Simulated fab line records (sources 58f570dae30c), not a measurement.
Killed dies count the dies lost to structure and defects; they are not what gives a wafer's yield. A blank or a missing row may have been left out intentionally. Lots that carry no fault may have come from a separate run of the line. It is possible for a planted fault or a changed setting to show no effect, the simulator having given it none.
Problem report, 8D (eight disciplines) form, completed by code    flow berkeley cmos170    the parts of the form that need people (team, actions taken, sign-off) are left out

== 1. WHAT WENT WRONG ==
Wafers without a fault read 18.11 s, standard deviation 0.11; strip time to endpoint s at UCB170_ACTIVE_STRIP_16 reads a mean of 19.35 s on 6 wafers belonging to 2 lots. Measured from the usual mean, that is +11 standard deviations.
The step: strips in O2.
Seen first at day 8 00:45 on plasma asher-02, wafer L550.3. At this step, 42 wafers from 14 lots have a number in the record. Rule for "out", or "out of limits": more than 4 standard deviations from the usual mean. Any other wafer with a number is counted as sound.

== 2. WHAT IT IS AND WHAT IT IS NOT ==
question                     is                                is not
which readings at this step  strip time to endpoint s          drypump motor current A, oes product au
which lots                   L550, L551                        L534, L535, L536, L537, L538, L539, L540, L542, L543, L544, L547, L555
which wafers of those lots   all that have a number            -
read on which tools          plasma asher-02, plasma asher-04  plasma asher-03
when                         from day 8 00:45                  up to then (33 sound wafers); but 3 sound wafers of L555 came after

== 3. WHAT RULES OUT EACH SUSPECT ==
Counting: a tool stays on the suspect list if, at a process step up to the reading, it processed all lots that are out and no sound lot following the first of them.
- litho track-02 at UCB170_ACTIVE_COAT_08 (resist thk 900 nm): kept. It ran every lot that is out, first L550 (day 7 22:35), and no sound lot after that; its last sound lot up to then is L544 (day 6 15:43).
The count leaves litho track-02 at UCB170_ACTIVE_COAT_08.

== 4. THE CAUSE (what the simulator had put in) ==
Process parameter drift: litho track-02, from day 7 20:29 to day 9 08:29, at UCB170_ACTIVE_COAT_08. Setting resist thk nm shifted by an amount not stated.
The count eliminated every tool but this one.

== 5. THE CHAIN OF EFFECTS, in route order ==
One row per reading whose mean, taken over the struck wafers that have a number, lies over 3 standard deviations from the usual. Scope: only readings with a usual standard deviation given in the record; hours: median across lots of the time from each lot's start at the first step in this table that gives one to its start at this step; sigmas: change in usual standard deviations.
hours  step                    reading                   usual    on struck wafers  change  sigmas
0      UCB170_ACTIVE_STRIP_16  strip time to endpoint s  18.11 s  19.35             +1.24   +11
Process steps it contains:
- UCB170_ACTIVE_STRIP_16: strips in O2.
At these later measuring or inspecting steps, every struck wafer for which the step has a row has a number for every such reading, and none has moved that far: UCB170_SCREENOX_THK_MEAS_02, UCB170_PLDD_OVL_MEAS_07.

== 6. HOW IT WOULD HAVE BEEN CAUGHT EARLIER ==
In this record the first reading out of limits was taken at day 8 00:45, 4 hours after the fault began at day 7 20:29.
Of the lots that are out (2), L551 began UCB170_ACTIVE_COAT_08 on litho track-02 after day 8 00:45. Holding the tool at that time would have saved it.
